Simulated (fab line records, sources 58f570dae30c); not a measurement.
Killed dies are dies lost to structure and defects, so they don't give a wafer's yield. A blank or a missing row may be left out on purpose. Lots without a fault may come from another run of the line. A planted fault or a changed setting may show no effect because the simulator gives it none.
A struck lot beside a sound one | flow berkeley_cmos170 | 44 steps out of a route of 331
Sound: wafers L755.2, L755.4, L755.6. Struck: wafers L745.2, L745.3, L745.5. The cause comes at the end.
At each step with rows: each side's tool, then ch and its chambers, then its first start. Under that, the readings that differ: sound wafers | struck wafers | difference of the means | sigmas: that difference in standard deviations of wafers without a fault.
alike: readings whose means differ by less than 2 such deviations, and words and numbers that are the same on both sides. not compared: withheld readings, readings that some wafer has no value for, bounds like >300 that may hide the same value, and numbers for which the record gives no deviation and whose values overlap.
The two part at a step that has a row with sigmas, a row that says differs or no value, or rows on one side only. Numbers that don't overlap but have no deviation are shown without sigmas and don't part them. A reading that every wafer of one side lacks parts them only if that side has two wafers or more.

first, 3 steps without rows for these wafers: UCB170_PVT_EXPOSE_03 (exposes mask NWELL, target cd 3000 nm); UCB170_PVT_PEB_04; UCB170_PVT_DEVELOP_05 (develop time 45 s).
UCB170_PVT_OVL_MEAS_06:
  sound on overlay-01, day 10 12:06; struck on overlay-02, day 8 00:40
  alike: PVT_OVL
then, 1 step without rows for these wafers: UCB170_PVT_IMPLANT_07.
UCB170_PVT_STRIP_08: strips in O2.
  sound on plasma_asher-03 ch 0,1, day 10 12:17; struck on plasma_asher-03 ch 0,1, day 8 00:51
  alike: drypump_motor_current_A, oes_product_au, strip_time_to_endpoint_s
  not compared: rf_hours_counter_h
UCB170_PVT_TW_MEAS_09:
  sound on film_metro-03, day 10 12:23; struck on film_metro-01, day 8 00:58
  alike: PVT_TW
then, 1 step without rows for these wafers: UCB170_GATE_WET_ETCH_00 (etches SiO2 in dHF, time 200 s).
UCB170_FIELD_THK_MEAS_91:
  sound on film_metro-02, day 10 12:31; struck on film_metro-01, day 8 01:05
  alike: FIELD_OXIDE_LEFT_2_THK
then, 1 step without rows for these wafers: UCB170_GATE_OXIDATION_01 (target thk 6.6 nm, ox time 1800 s).
UCB170_GATE_THK_MEAS_02:
  sound on film_metro-01, day 10 15:34; struck on film_metro-02, day 8 06:41
  alike: GATE_OXIDE_THK
then, 1 step without rows for these wafers: UCB170_GATE_ANNEAL_03 (time 1800 s).
UCB170_GATE_CVD_04: deposits poly-Si from SiH4, time 1440 s, target thk 214 nm.
  sound on lpcvd-02 ch 0, day 10 18:23; struck on lpcvd-01 ch 0, day 8 10:50
  reading                                  | sound             | struck            | difference | sigmas
  pressure_mtorr (mTorr)                   | 373.8 374.3 374.9 | 448.2 448.2 449.5 | +74.3      | +99 or more
  model.poly-Si_of_GATE_CVD_04.thk_nm (nm) | 215.2 214.8 215.2 | 235 232.9 233.6   | +19        |
  alike: zone_power_source_pct
UCB170_GATE_THK_MEAS_05:
  sound on film_metro-04, day 10 19:48; struck on film_metro-02, day 8 12:18
  reading            | sound             | struck            | difference | sigmas
  GATE_POLY_THK (nm) | 215.2 214.8 215.4 | 235.0 232.9 233.7 | +18.7      | +12
then, 6 steps without rows for these wafers: UCB170_GATE_COAT_06; UCB170_GATE_COAT_07 (resist thk 900 nm); UCB170_GATE_SOFTBAKE_08 (time 60 s); UCB170_GATE_EXPOSE_09 (exposes mask POLY, target cd 350 nm); UCB170_GATE_PEB_10; UCB170_GATE_DEVELOP_11 (develop time 45 s).
UCB170_GATE_CD_MEAS_12: target cd 350 nm.
  sound on cd_sem-02, day 10 21:20; struck on cd_sem-02, day 8 13:38
  alike: cd_nm
UCB170_GATE_OVL_MEAS_13:
  sound on overlay-02, day 10 21:26; struck on overlay-02, day 8 13:45
  alike: GATE_OVL
UCB170_GATE_ETCH_14: etches BARC in N2/H2.
  sound on rie_diel-02 ch 0,1,3, day 10 21:28; struck on rie_diel-02 ch 1,2, day 8 13:47
  alike: drypump_motor_current_A, oes_product_au, throttle_valve_pct
UCB170_GATE_ETCH_15: etches poly-Si in HBr/Cl2, stops on SiO2, time 56.3 s, target depth 278.2 nm.
  sound on rie_si-01 ch 0,2,3, day 10 21:31; struck on rie_si-01 ch 0,1,2, day 8 13:49
  reading                          | sound             | struck            | difference | sigmas
  oes_product_au (a.u.)            | 0.806 0.836 0.815 | 0.866 0.855 0.903 | +0.056     | +3
  model.etch.depth_nm (nm)         | 215.2 214.8 215.2 | 235 232.9 233.6   | +19        |
  model.GATE.feature_depth_nm (nm) | 215.2 214.8 215.2 | 235 232.9 233.6   | +19        |
  alike: drypump_motor_current_A, throttle_valve_pct
  not compared: rf_hours_counter_h
UCB170_GATE_STRIP_16: strips in O2.
  sound on plasma_asher-01 ch 1, day 10 21:33; struck on plasma_asher-01 ch 1, day 8 13:52
  alike: drypump_motor_current_A, oes_product_au
  not compared: rf_hours_counter_h
UCB170_GATE_CD_MEAS_90: target cd 350 nm.
  sound on cd_sem-02, day 10 21:40; struck on cd_sem-02, day 8 14:07
  alike: cd_nm
then, 7 steps without rows for these wafers: UCB170_GATE_CLEAN_17 (cleans in SPM, time 600 s); UCB170_PLDD_HMDS_00 (prime time 60 s); UCB170_PLDD_COAT_01 (resist thk 900 nm); UCB170_PLDD_SOFTBAKE_02 (time 60 s); UCB170_PLDD_EXPOSE_03 (exposes mask PSELECT, target cd 1200 nm); UCB170_PLDD_PEB_04; UCB170_PLDD_DEVELOP_05 (develop time 45 s).
UCB170_PLDD_CD_MEAS_06: target cd 1200 nm.
  sound on cd_sem-02, day 11 04:52; struck on cd_sem-02, day 8 16:27
  alike: cd_nm
UCB170_PLDD_OVL_MEAS_07:
  sound on overlay-01, day 11 04:59; struck on overlay-02, day 8 16:33
  alike: PLDD_OVL
then, 2 steps without rows for these wafers: UCB170_PLDD_IMPLANT_08; UCB170_PLDD_IMPLANT_09.
UCB170_PLDD_STRIP_10: strips in O2.
  sound on plasma_asher-01 ch 0, day 11 05:19; struck on plasma_asher-03 ch 0,1, day 8 16:53
  reading                     | sound          | struck         | difference | sigmas
  drypump_motor_current_A (A) | 5.20 5.19 5.19 | 5.63 5.80 5.81 | +0.55      | +2
  alike: oes_product_au, strip_time_to_endpoint_s
  not compared: rf_hours_counter_h
UCB170_PLDD_TW_MEAS_11:
  sound on film_metro-04, day 11 05:25; struck on film_metro-04, day 8 16:59
  alike: PLDD_TW
then, 3 steps without rows for these wafers: UCB170_PLDD_CLEAN_12 (cleans in SPM, time 600 s); UCB170_NLDD_HMDS_00 (prime time 60 s); UCB170_NLDD_COAT_01 (resist thk 900 nm).
UCB170_SILICIDE_PRE_CLEAN_00: preclean etch time 60 s.
  sound on pvd_sputter-04, day 12 01:40; struck on pvd_sputter-04, day 9 09:05
  reading                                  | sound           | struck            | difference | sigmas
  model.poly-Si_of_GATE_CVD_04.thk_nm (nm) | 208.4 208 208.4 | 228.3 226.2 226.8 | +18.8      |
UCB170_M3_PROBE_99:
  sound on prober-02, day 13 11:34; struck on prober-02, day 10 10:13
  reading                                          | sound               | struck               | difference | sigmas
  model.etest.pldd.rs_ohm_sq                       | 1114 1119 1114      | 1135 1140 1132       | +20        |
  model.etest.contact_ppoly.end_ohm_um             | 226.4 225.5 219     | 249.7 247.8 236.1    | +20.9      |
  model.etest.contact_npoly.end_ohm_um             | 63.16 63.21 62.16   | 68.82 68.17 69.58    | +6.01      |
  model.etest.poly_comb_over_steps.leak_log10_a_um | -12.8 -12.69 -12.72 | -11.18 -11.73 -11.85 | +1.15      |

WHERE THEY PART
First at UCB170_GATE_CVD_04; last, within this record, at UCB170_PLDD_STRIP_10. Later steps at which nothing parts them and some readings are alike: UCB170_PLDD_TW_MEAS_11.

WHY: what the simulator had put in
Process parameter drift: lpcvd-01, from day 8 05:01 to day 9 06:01, at UCB170_GATE_CVD_04. Setting pressure_mtorr, moved by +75, from 375. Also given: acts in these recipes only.
